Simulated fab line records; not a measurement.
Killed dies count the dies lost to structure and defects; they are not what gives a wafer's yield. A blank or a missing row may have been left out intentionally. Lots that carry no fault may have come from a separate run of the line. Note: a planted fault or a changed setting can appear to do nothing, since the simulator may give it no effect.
Split-lot experiment    flow rit cmos    5 lots, 23 wafers read, on a route of 202 steps

== THE SPLIT ITSELF ==
At RIT_PSD_SOFTBAKE_02 (time 60 s), the setting temp c was moved away from the recipe's 90 C on 10 of the 23 wafers read, by -3.9% to -1.7%. This setting was run at the recipe's value on the other wafers.

== FROM THE SPLIT TO THE READING: what the file shows between them, 2 steps ==
- RIT_PSD_EXPOSE_03: exposes mask M10, target cd 40900 nm
- RIT_PSD_PEB_04

== THE READING ==
NOVOLAK_of_PSD_COAT_01.thk nm (the simulator's own value, which no gauge read), in nm, at RIT_PSD_DEVELOP_05 (develop time 50 s). No usual value for it is given in the file. Average 1000.9 nm, standard deviation 2 nm, over the 13 wafers here run with the recipe.

wafer   tool, chamber at the split  temp c as run, C  against the recipe  NOVOLAK_of_PSD_COAT_01.thk nm, nm  against lot-mates on the recipe
L076.1  litho track-04, 0           86.49             -3.9%               1011                               +12.3
L076.3  litho track-04, 0           86.49             -3.9%               1011                               +12.3
L076.2  litho track-04, 0           90                recipe              999.6                              -
L076.5  litho track-04, 0           86.49             -3.9%               1010                               +11.3
L076.6  litho track-04, 0           90                recipe              997.8                              -
L081.2  litho track-01, 0           86.69             -3.7%               1008                               +8.4
L081.4  litho track-01, 0           86.69             -3.7%               1008                               +8.4
L081.3  litho track-01, 0           86.69             -3.7%               1009                               +9.4
L081.5  litho track-01, 0           90                recipe              999.4                              -
L081.6  litho track-01, 0           90                recipe              999.9                              -
L083.1  litho track-01, 0           87.52             -2.8%               1006                               +5.0
L083.2  litho track-01, 0           90                recipe              1000                               -
L083.4  litho track-01, 0           90                recipe              1001                               -
L083.5  litho track-01, 0           90                recipe              1002                               -
L083.6  litho track-01, 0           87.52             -2.8%               1007                               +6.0
L084.1  litho track-01, 0           88.48             -1.7%               1005                               +4.9
L084.3  litho track-01, 0           90                recipe              1000                               -
L084.4  litho track-01, 0           90                recipe              998.4                              -
L084.5  litho track-01, 0           88.48             -1.7%               1004                               +3.9
L084.6  litho track-01, 0           90                recipe              1002                               -
L085.3  litho track-02, 0           90                recipe              1004                               -
L085.5  litho track-02, 0           90                recipe              1004                               -
L085.6  litho track-02, 0           90                recipe              1004                               -

FIT RESULTS
A straight line over all 23 wafers: NOVOLAK_of_PSD_COAT_01.thk nm changes by -2.24 nm for each +1% of temp c; r = -0.92; the points scatter about the line by 1.7 nm.
The same after taking each lot's own level away (the mean of its wafers on the recipe; 23 wafers): -2.65 nm for each +1%; r = -0.97; scatter 1.2 nm.
According to that fit, moving temp c by its largest amount changes the reading by 10 nm.
The lots' own levels span 998.70 to 1004.00 nm, that is 2.6 times the standard deviation above.
Hence the slope depends on the lot-to-lot level, as the two fits are not the same.
Check: with one of the wafers moved furthest among these (-3.9%) left out of the fit, the line predicts +9.9 nm for it against its lot-mates. Against them it came out at +12.3 nm.

== THE OTHER SPLITS THESE WAFERS WENT THROUGH ==
These wafers also went through other splits before the reading. Each is held against what the fit with the lots' levels taken away leaves over:
other split on the same wafers    wafers away from the commonest value  r with NOVOLAK_of_PSD_COAT_01.thk nm (lot level and that fit taken away)
RIT_ACTIVE_COAT_06 resist thk nm  8                                     -0.20
RIT_ACTIVE_EXPOSE_08 dose mj      8                                     +0.04
RIT_NWELL_IMPLANT_08 energy kev   7                                     -0.18
RIT_NRETRO_COAT_01 resist thk nm  12                                    +0.48
RIT_GATE_CVD_08 sih4 flow sccm    15                                    -0.54
RIT_GATE_EXPOSE_13 dose mj        6                                     -0.34
RIT_GATE_ETCH_19 over etch frac   9                                     +0.03
RIT_NLDD_IMPLANT_08 dose cm2      8                                     -0.14
RIT_PLDD_IMPLANT_08 energy kev    10                                    +0.32
RIT_SPACER_ETCHBACK_05 rf w       5                                     -0.37

== FILE'S OWN FIT ==
NOVOLAK_of_PSD_COAT_01.thk nm changes by -2.6 nm for each +1% of temp c, r = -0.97.
